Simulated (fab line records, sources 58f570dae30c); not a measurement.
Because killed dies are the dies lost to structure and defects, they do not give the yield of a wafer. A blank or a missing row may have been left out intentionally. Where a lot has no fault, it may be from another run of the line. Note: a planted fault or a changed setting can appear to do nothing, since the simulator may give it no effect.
Problem report in the 8D (eight disciplines) form, filled by code -- flow berkeley cmos170 -- the parts of the form that need people (team, actions taken, sign-off) are left out

1. WHAT IS WRONG
Mean GATE_OXIDE_THK at UCB170_GATE_THK_MEAS_02: 8.85 nm over 9 wafers in 3 lots; fault-free wafers: 6.56 nm, standard deviation 0.11. That is +21 standard deviations from the usual mean.
First observed at day 8 01:03: wafer L495.2, on film metro-01. At this step, 42 wafers from 14 lots have a number in the record. Rule for "out" (also "out of limits"): further than 4 standard deviations from the usual mean. The rest of the wafers with a number are treated as sound.

2. WHAT IT IS, WHAT IT ISN'T
question,is,is not
which readings at this step,GATE_OXIDE_THK,-
which lots,"L494, L495, L496","L485, L486, L487, L488, L489, L490, L491, L493, L501, L502, L508"
which wafers of those lots,all that have a number,-
read on which gauges,"film metro-01, film metro-02",film metro-04
when,from day 8 01:03,"up to then (24 sound wafers); but 9 sound wafers of L501, L502, L508 came after"

3. THE SUSPECTS, EACH WITH WHAT RULES IT OUT
Counting: a tool stays on the suspect list if, at a process step up to the reading, it processed all lots that are out and no sound lot following the first of them.
- the gauge at UCB170_GATE_THK_MEAS_02 has been ruled out. The wafers that are out were read on 2 gauges (film metro-01, film metro-02).
- furnace-04 at UCB170_GATE_OXIDATION_01 (target thk 6.6 nm, ox time 1800 s): kept. It processed each lot that is out, first L494 at day 7 23:32, and no sound lot thereafter; up to then, the last sound lot it processed was L490 at day 7 09:11.
The count leaves furnace-04 at UCB170_GATE_OXIDATION_01.

4. THE CAUSE (what the simulator had put in)
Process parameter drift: furnace-04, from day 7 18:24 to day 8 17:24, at UCB170_GATE_OXIDATION_01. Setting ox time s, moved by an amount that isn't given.
After counting, this tool was the only one left.

5. THE CHAIN OF EFFECTS, in route order
Each row: a reading whose mean over the struck wafers that have a number lies more than 3 standard deviations from the usual. Only readings whose record carries a usual standard deviation are examined. hours: median over the lots of the time between each lot's start at the first step of this table that gives one and its start at this step. sigmas: the change, counted in usual standard deviations.
hours,step,reading,usual,on struck wafers,change,sigmas
0,UCB170_GATE_THK_MEAS_02,GATE_OXIDE_THK,6.56 nm,8.85,+2.29,+21
Later measuring or inspecting steps at which every struck wafer that the step has a row for has a number for every such reading, and none has moved that far: UCB170_PLDD_CD_MEAS_06.

6. WHAT WOULD HAVE CAUGHT IT SOONER
In this record the first reading out of limits at a measuring or inspecting step was taken at day 8 01:03, 7 hours after the fault began at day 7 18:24.
No tool reading at UCB170_GATE_OXIDATION_01 that has a usual standard deviation in the record was out on any struck wafer, so an alarm limit of 4 standard deviations on those readings would not have fired.
Among the 3 lots that are out, L496 began UCB170_GATE_OXIDATION_01 on furnace-04 after day 8 01:03. A tool hold placed at that time would have kept it from harm.
